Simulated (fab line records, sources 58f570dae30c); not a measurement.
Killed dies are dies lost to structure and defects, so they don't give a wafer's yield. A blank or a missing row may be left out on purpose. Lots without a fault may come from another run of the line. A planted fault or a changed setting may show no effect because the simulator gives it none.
A struck lot beside a sound one | flow berkeley_cmos170 | 14 steps out of a route of 331
Sound: wafers L757.1, L757.2, L757.5. Struck: wafers L755.1, L755.3, L755.5. The cause comes at the end.
At each step with rows: each side's tool, then ch and its chambers, then its first start. Under that, the readings that differ: sound wafers | struck wafers | difference of the means | sigmas: that difference in standard deviations of wafers without a fault.
alike: readings whose means differ by less than 2 such deviations, and words and numbers that are the same on both sides. not compared: withheld readings, readings that some wafer has no value for, bounds like >300 that may hide the same value, and numbers for which the record gives no deviation and whose values overlap.
The two part at a step that has a row with sigmas, a row that says differs or no value, or rows on one side only. Numbers that don't overlap but have no deviation are shown without sigmas and don't part them. A reading that every wafer of one side lacks parts them only if that side has two wafers or more.

first, 5 steps without rows for these wafers: UCB170_WELLDRIVE_ANNEAL_03 (time 900 s); UCB170_WELLDRIVE_WET_ETCH_04 (etches SiO2 in BOE, time 120 s); UCB170_ACTIVE_CLEAN_00 (cleans in SPM, time 600 s); UCB170_ACTIVE_CLEAN_01 (cleans in dHF, time 60 s); UCB170_ACTIVE_OXIDATION_02 (target thk 26.4 nm, ox time 1260 s).
UCB170_ACTIVE_THK_MEAS_03:
  sound on film_metro-04, day 6 14:42; struck on film_metro-03, day 6 06:19
  alike: ACTIVE_OXIDE_THK
then, 2 steps without rows for these wafers: UCB170_ACTIVE_ANNEAL_04 (time 900 s); UCB170_ACTIVE_CVD_05 (deposits Si3N4 from SiH2Cl2/NH3, target thk 220 nm, time 3300 s).
UCB170_ACTIVE_THK_MEAS_06:
  sound on film_metro-04, day 6 19:22; struck on film_metro-03, day 6 12:41
  alike: ACTIVE_NITRIDE_THK
then, 3 steps without rows for these wafers: UCB170_ACTIVE_HMDS_07 (prime time 60 s); UCB170_ACTIVE_COAT_08 (resist thk 900 nm); UCB170_ACTIVE_SOFTBAKE_09 (time 60 s).
UCB170_ACTIVE_EXPOSE_10: exposes mask ACTIVE, target cd 1200 nm.
  sound on krf_scanner-02 ch 0, day 6 19:53; struck on krf_scanner-02, day 6 13:25
  no value came back on the struck wafers for exposure_dose_mJ_cm2, focus_offset_nm (nm); on the sound wafers exposure_dose_mJ_cm2 reads 19.997 19.998 19.999
  alike: mask
then, 1 step without rows for these wafers: UCB170_ACTIVE_PEB_11.

WHERE THEY PART
Only at UCB170_ACTIVE_EXPOSE_10, within this record.

WHY: what the simulator had put in
Skipped step whole: krf_scanner-02, from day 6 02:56 on, at UCB170_ACTIVE_EXPOSE_10. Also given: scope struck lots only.
